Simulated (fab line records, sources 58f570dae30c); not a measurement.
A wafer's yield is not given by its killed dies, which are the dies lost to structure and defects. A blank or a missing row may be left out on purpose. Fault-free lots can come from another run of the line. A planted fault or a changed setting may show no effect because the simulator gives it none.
Which tool was responsible? | flow berkeley-cmos170 | 16 lots with 48 wafers sampled at 2 steps, on a route of 331 steps

WHAT THE GAUGES SHOWED, per wafer
UCB170_NSD_CD_MEAS_06: the cd target is 1200 nm.
lot  | measured     | on        | cd-nm (nm)
L871 | day 8 06:02  | cd-sem-02 | 1199.5 1200.9 1201.4
L870 | day 8 06:29  | cd-sem-01 | 1198.5 1197.2 1196.6
L869 | day 8 06:47  | cd-sem-02 | 1122.2 1121.6 1123.0 1122.2 1121.9 1123.5
L872 | day 8 07:05  | cd-sem-02 | 1122.1 1121.0 1121.8 1122.2 1120.9 1122.0
L873 | day 8 11:40  | cd-sem-01 | 1136.5 1134.5 1135.8 1136.9 1134.7 1136.0
L875 | day 9 06:12  | cd-sem-01 | 1198.9 1198.3 1199.7
L874 | day 9 06:50  | cd-sem-01 | 1141.1 1141.0 1140.2 1141.1 1141.0 1140.5
L876 | day 9 12:41  | cd-sem-02 | 1197.9 1199.6 1197.5
L885 | day 10 21:28 | cd-sem-01 | 1201.9 1202.8 1203.0
L882 | day 10 21:46 | cd-sem-02 | 1199.9 1199.4 1198.5
L887 | day 11 22:44 | cd-sem-01 | 1203.0 1202.2 1202.2
L889 | day 11 23:21 | cd-sem-02 | 1199.8 1199.6 1200.2
L886 | day 11 23:35 | cd-sem-01 | 1200.2 1200.0 1201.3
L891 | day 11 23:52 | cd-sem-02 | 1198.5 1199.0 1198.1
L890 | day 12 05:53 | cd-sem-01 | 1201.3 1201.3 1200.3
L888 | day 12 06:39 | cd-sem-01 | 1200.0 1201.5 1201.3

WHAT TOOL EACH LOT RAN ON (gives the tool, then ch and the chambers of the sampled wafers, and finally the start)
lot  | UCB170_NSD_PEB_04
L871 | litho-track-03 ch 0, day 8 05:46
L870 | litho-track-02 ch 0, day 8 06:13
L869 | litho-track-03 ch 0, day 8 06:31
L872 | litho-track-03 ch 0, day 8 06:49
L873 | litho-track-03 ch 0, day 8 11:23
L875 | litho-track-02 ch 0, day 9 05:56
L874 | litho-track-03 ch 0, day 9 06:34
L876 | litho-track-02 ch 0, day 9 12:26
L885 | litho-track-02 ch 0, day 10 21:12
L882 | litho-track-04 ch 0, day 10 21:29
L887 | litho-track-04 ch 0, day 11 22:28
L889 | litho-track-02 ch 0, day 11 23:05
L886 | litho-track-02 ch 0, day 11 23:19
L891 | litho-track-03 ch 0, day 11 23:35
L890 | litho-track-04 ch 0, day 12 05:37
L888 | litho-track-04 ch 0, day 12 06:23
- UCB170_NSD_PEB_04

WHAT THE TOOLS THEMSELVES READ (means of the sampled wafers that have a number; where no wafer has one, the mark that the record gives instead)
UCB170_NSD_PEB_04.
lot  | tool           | heater-power-total-W (W) | plate-temp-C (C)
L871 | litho-track-03 | 56.81                    | 130.15
L870 | litho-track-02 | 56.81                    | 129.91
L869 | litho-track-03 | 52.14                    | 121.77
L872 | litho-track-03 | 52.11                    | 121.64
L873 | litho-track-03 | 52.14                    | 121.88
L875 | litho-track-02 | 56.77                    | 130.02
L874 | litho-track-03 | 52.13                    | 121.85
L876 | litho-track-02 | 56.82                    | 130.12
L885 | litho-track-02 | 56.78                    | 130.02
L882 | litho-track-04 | 56.81                    | 129.97
L887 | litho-track-04 | 56.78                    | 130.21
L889 | litho-track-02 | 56.83                    | 130.14
L886 | litho-track-02 | 56.77                    | 129.92
L891 | litho-track-03 | 56.76                    | 129.97
L890 | litho-track-04 | 56.82                    | 130.03
L888 | litho-track-04 | 56.75                    | 130.08

THE ANSWER, worked out from the rows above alone
Rule: usual is defined by the lots themselves. Put in order of their means at a reading, lots are off if they are a third of the lots or fewer, leave a main group of 4 or more, and stand apart from it by a gap of 3 or more times the standard deviation of the main group's means; of several such gaps the widest counts. Not used: any main group whose means are identical at the precision the tables above print for the reading. A lot without any number at a reading at which 4 lots or more have one is off too. The other lots that the step has rows for count as sound. First the gauges in route order, then the tools' own readings, where a lot's mean is used as printed above. The first step at which some lot is off is used, and at that step the reading that is off furthest; a lot without a number counts as furthest.
Off at UCB170_NSD_CD_MEAS_06 (cd-nm): L869, L872, L873, L874. For the main group the mean is 1200.0 nm and the standard deviation 1.5.
A tool fits if, at a process step before that reading, it ran every lot that is off, and no sound lot after the first of them. Not tried: the gauges at UCB170_NSD_CD_MEAS_06; whatever is off there is also off at UCB170_NSD_PEB_04, on other tools, and gauge error can't account for it. None of those tried fits.

WHAT WAS PUT IN BY THE SIMULATOR
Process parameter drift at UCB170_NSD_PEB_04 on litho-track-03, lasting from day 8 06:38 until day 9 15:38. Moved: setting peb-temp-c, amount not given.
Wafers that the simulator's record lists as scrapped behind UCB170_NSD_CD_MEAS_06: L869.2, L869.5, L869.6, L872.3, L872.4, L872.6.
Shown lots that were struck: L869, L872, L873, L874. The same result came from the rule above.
